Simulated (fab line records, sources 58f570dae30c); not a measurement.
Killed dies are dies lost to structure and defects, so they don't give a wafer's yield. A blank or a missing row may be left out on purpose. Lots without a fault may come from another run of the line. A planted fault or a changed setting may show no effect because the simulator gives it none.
A struck lot beside a sound one | flow berkeley_cmos170 | 14 steps out of a route of 331
Sound: wafers L675.1, L675.5, L675.6. Struck: wafers L672.2, L672.5, L672.6. The cause comes at the end.
At each step with rows: each side's tool, then ch and its chambers, then its first start. Under that, the readings that differ: sound wafers | struck wafers | difference of the means | sigmas: that difference in standard deviations of wafers without a fault.
alike: readings whose means differ by less than 2 such deviations, and words and numbers that are the same on both sides. not compared: withheld readings, readings that some wafer has no value for, bounds like >300 that may hide the same value, and numbers for which the record gives no deviation and whose values overlap.
The two part at a step that has a row with sigmas, a row that says differs or no value, or rows on one side only. Numbers that don't overlap but have no deviation are shown without sigmas and don't part them. A reading that every wafer of one side lacks parts them only if that side has two wafers or more.

UCB170_M2_CD_MEAS_90: target cd 700 nm.
  sound on cd_sem-01, day 11 09:01; struck on cd_sem-02, day 11 01:36
  alike: cd_nm
UCB170_V2_CVD_00: deposits SiO2 from TEOS/O2, target thk 2000 nm, time 250 s.
  sound on pecvd-01 ch 0,1,2, day 11 09:08; struck on pecvd-02 ch 0,2, day 11 01:42
  alike: heater_power_w, pressure_mtorr, rf_fwd_power_W
UCB170_V2_THK_MEAS_01:
  sound on film_metro-01, day 11 09:17; struck on film_metro-02, day 11 01:52
  reading          | sound          | struck         | difference | sigmas
  V2_TEOS_THK (nm) | 1941 1994 1963 | 2055 2062 2050 | +90        | +3
UCB170_V2_CMP_02: polishes SiO2.
  sound on cmp-02 ch 1,2,3, day 11 09:27; struck on cmp-01 ch 1,2,3, day 11 02:01
  alike: motor_current_A
UCB170_V2_BOW_MEAS_03:
  sound on film_metro-04, day 11 09:39; struck on film_metro-04, day 11 02:14
  alike: V2_BOW
UCB170_V2_THK_MEAS_04:
  sound on film_metro-04, day 11 09:46; struck on film_metro-04, day 11 02:20
  alike: V2_POLISHED_THK
then, 6 steps without rows for these wafers: UCB170_V2_CLEAN_05 (cleans in DIW); UCB170_V2_HMDS_06 (prime time 60 s); UCB170_V2_COAT_07 (resist thk 900 nm); UCB170_V2_SOFTBAKE_08 (time 60 s); UCB170_V2_EXPOSE_09 (exposes mask VIA2, target cd 700 nm); UCB170_V2_PEB_10.
UCB170_V2_DEVELOP_11: develop time 45 s.
  sound on litho_track-03 ch 0, day 11 10:00; struck on litho_track-03, day 11 03:00
  no value came back on the struck wafers for chill_plate_temp_C (C), develop_time_s (s); on the sound wafers chill_plate_temp_C (C) reads 23.05 23.04 23.07
  reading                             | sound             | struck          | difference | sigmas
  model.KrF_of_V2_COAT_07.thk_nm (nm) | 884.9 887.3 884.7 | 900.5 899 900.1 | +14.2      |
UCB170_V2_CD_MEAS_12: target cd 700 nm.
  sound on cd_sem-02, day 11 11:04; struck on cd_sem-01, day 11 04:04
  reading    | sound             | struck | difference                    | sigmas
  cd_nm (nm) | 699.4 700.5 700.4 | - - -  | no value on the struck wafers |

WHERE THEY PART
First at UCB170_V2_THK_MEAS_01; last, within this record, at UCB170_V2_CD_MEAS_12.

WHY: what the simulator had put in
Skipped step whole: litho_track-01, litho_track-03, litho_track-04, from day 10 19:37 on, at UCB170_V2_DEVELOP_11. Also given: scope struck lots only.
